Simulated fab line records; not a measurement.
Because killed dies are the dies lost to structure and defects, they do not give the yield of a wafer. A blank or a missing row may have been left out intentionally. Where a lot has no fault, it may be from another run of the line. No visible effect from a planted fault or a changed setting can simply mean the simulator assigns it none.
A struck lot beside a sound one | flow berkeley cmos170 | 43 steps out of a route of 331
Sound: the wafers L842.2, L842.4, L842.5. Struck: wafers L847.1, L847.4, L847.6. Last of all comes the cause.
At each step with rows: each side's tool, then ch and its chambers, then its first start. Under that, the readings that differ: sound wafers | struck wafers | difference of the means | sigmas: that difference in standard deviations of wafers without a fault.
alike: a reading whose means differ by less than 2 such deviations, as well as words and numbers matching on both sides. not compared: withheld readings; readings where some wafer has no value; bounds like >300 that might hide an equal value; numbers whose values overlap and for which the record gives no deviation.
Wherever a step has rows on one side only, a row that says differs or no value, or a row with sigmas, the two part there. Non-overlapping numbers with no deviation appear without sigmas and do not part them. Lack of a reading on every wafer of one side parts them only where that side has two or more wafers.

UCB170_GATE_ETCH_15: etches poly-Si in HBr/Cl2, stops on SiO2, time 56.3 s, target depth 278.2 nm.
  sound on rie si-01 ch 2,3, day 9 14:36; struck on rie si-02 ch 1,2,3, day 10 19:54
  alike: drypump motor current A, oes product au, throttle valve pct
  not compared: rf hours counter h
UCB170_GATE_STRIP_16: strips in O2.
  sound on plasma asher-01 ch 0,1, day 9 14:39; struck on plasma asher-02 ch 0,1, day 10 19:57
  alike: drypump motor current A, oes product au
  not compared: rf hours counter h
UCB170_GATE_CD_MEAS_90: target cd 350 nm.
  sound on cd sem-02, day 9 14:46; struck on cd sem-02, day 10 20:04
  alike: cd nm
then, 7 steps without rows for these wafers: UCB170_GATE_CLEAN_17 (cleans in SPM, time 600 s); UCB170_PLDD_HMDS_00 (prime time 60 s); UCB170_PLDD_COAT_01 (resist thk 905.2 nm); UCB170_PLDD_SOFTBAKE_02 (time 60 s); UCB170_PLDD_EXPOSE_03 (exposes mask PSELECT, target cd 1200 nm); UCB170_PLDD_PEB_04; UCB170_PLDD_DEVELOP_05 (develop time 45 s).
UCB170_PLDD_CD_MEAS_06: target cd 1200 nm.
  sound on cd sem-01, day 9 16:34; struck on cd sem-01, day 10 23:31
  alike: cd nm
UCB170_PLDD_OVL_MEAS_07:
  sound on overlay-01, day 9 16:40; struck on overlay-01, day 10 23:38
  alike: PLDD_OVL
UCB170_PLDD_IMPLANT_08:
  sound on implanter-01 ch 0, day 9 16:43; struck on implanter-01 ch 0, day 10 23:40
  reading            | sound                         | struck                       | difference | sigmas
  beam on s (s)      | 10.15 10.29 10.03             | 11.92 12.55 12.38            | +2.13      | +11
  dose ions cm2      | 4.998e+13 4.983e+13 4.996e+13 | 7.098e+13 7.09e+13 7.087e+13 | +2.099e+13 | +99 or more
  faraday current uA | 157 155 159                   | 189 180 182                  | +27        | +9
then, 2 steps without rows for these wafers: UCB170_PLDD_IMPLANT_09; UCB170_PLDD_STRIP_10 (strips in O2).
UCB170_PLDD_TW_MEAS_11:
  sound on film metro-04, day 9 17:06; struck on film metro-01, day 11 00:18
  reading | sound          | struck         | difference | sigmas
  PLDD_TW | 1017 1014 1016 | 1057 1055 1056 | +40        | +4
  not compared: hold
then, 6 steps without rows for these wafers: UCB170_NLDD_HMDS_00 (prime time 60 s); UCB170_NLDD_COAT_01 (resist thk 900 nm); UCB170_NLDD_SOFTBAKE_02 (time 60 s); UCB170_NLDD_EXPOSE_03 (exposes mask NSELECT, target cd 1200 nm); UCB170_NLDD_PEB_04; UCB170_NLDD_DEVELOP_05 (develop time 45 s).
UCB170_NLDD_CD_MEAS_06: target cd 1200 nm.
  sound on cd sem-01, day 9 18:49; struck on cd sem-01, day 11 05:45
  alike: cd nm
UCB170_NLDD_OVL_MEAS_07:
  sound on overlay-02, day 9 18:55; struck on overlay-02, day 11 05:52
  alike: NLDD_OVL
then, 2 steps without rows for these wafers: UCB170_NLDD_IMPLANT_08; UCB170_NLDD_IMPLANT_09.
UCB170_NLDD_STRIP_10: strips in O2.
  sound on plasma asher-04 ch 0,1, day 9 19:15; struck on plasma asher-01 ch 0,1, day 11 06:31
  alike: drypump motor current A, oes product au, strip time to endpoint s
  not compared: rf hours counter h
UCB170_NLDD_TW_MEAS_11:
  sound on film metro-04, day 9 19:23; struck on film metro-01, day 11 06:37
  alike: NLDD_TW
then, 1 step without rows for these wafers: UCB170_NLDD_CLEAN_12 (cleans in SPM, time 600 s).
UCB170_SPACER_CVD_00: deposits SiO2 from TEOS/O2, target thk 376 nm, time 47 s.
  sound on pecvd-02 ch 0,1, day 9 19:56; struck on pecvd-02 ch 0,1, day 11 06:50
  alike: heater power w
UCB170_SPACER_THK_MEAS_01:
  sound on film metro-01, day 9 19:59; struck on film metro-01, day 11 06:53
  alike: SPACER_TEOS_THK
then, 1 step without rows for these wafers: UCB170_SPACER_ANNEAL_02 (time 1800 s).
UCB170_SPACER_ETCHBACK_03: etches SiO2 in CHF3/CF4/Ar, stops on Si, target depth 376 nm, time 100 s.
  sound on rie diel-03 ch 1,2, day 9 22:59; struck on rie diel-03 ch 0,3, day 11 10:14
  alike: drypump motor current A, oes product au, throttle valve pct
  not compared: rf hours counter h
then, 6 steps without rows for these wafers: UCB170_PSD_HMDS_00 (prime time 60 s); UCB170_PSD_COAT_01 (resist thk 900 nm); UCB170_PSD_SOFTBAKE_02 (time 60 s); UCB170_PSD_EXPOSE_03 (exposes mask PSELECT MOD, target cd 1200 nm); UCB170_PSD_PEB_04; UCB170_PSD_DEVELOP_05 (develop time 45 s).
UCB170_PSD_CD_MEAS_06: target cd 1200 nm.
  sound on cd sem-02, day 10 01:10; struck on cd sem-01, day 11 11:48
  alike: cd nm
UCB170_PSD_OVL_MEAS_07:
  sound on overlay-02, day 10 01:16; struck on overlay-01, day 11 11:55
  alike: PSD_OVL
UCB170_SDANNEAL_RS_MEAS_04: a four-point-probe measurement.
  sound on film metro-04, day 10 05:41; struck on film metro-03, day 11 15:40
  reading          | sound                | struck            | difference | sigmas
  PLDD_RS (ohm/sq) | 1030.5 1034.7 1030.0 | 886.6 889.5 885.4 | -144.6     | -54
  not compared: hold
UCB170_M3_PROBE_99:
  the record holds rows for the sound wafers here (prober-02, day 11 07:32) but none for the struck ones

== WHERE THEY PART ==
First at UCB170_PLDD_IMPLANT_08; last, within this record, at UCB170_M3_PROBE_99.

WHY: what had been put in by the simulator
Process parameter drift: implanter-01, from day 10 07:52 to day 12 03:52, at UCB170_PLDD_IMPLANT_08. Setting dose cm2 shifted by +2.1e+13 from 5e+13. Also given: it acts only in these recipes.
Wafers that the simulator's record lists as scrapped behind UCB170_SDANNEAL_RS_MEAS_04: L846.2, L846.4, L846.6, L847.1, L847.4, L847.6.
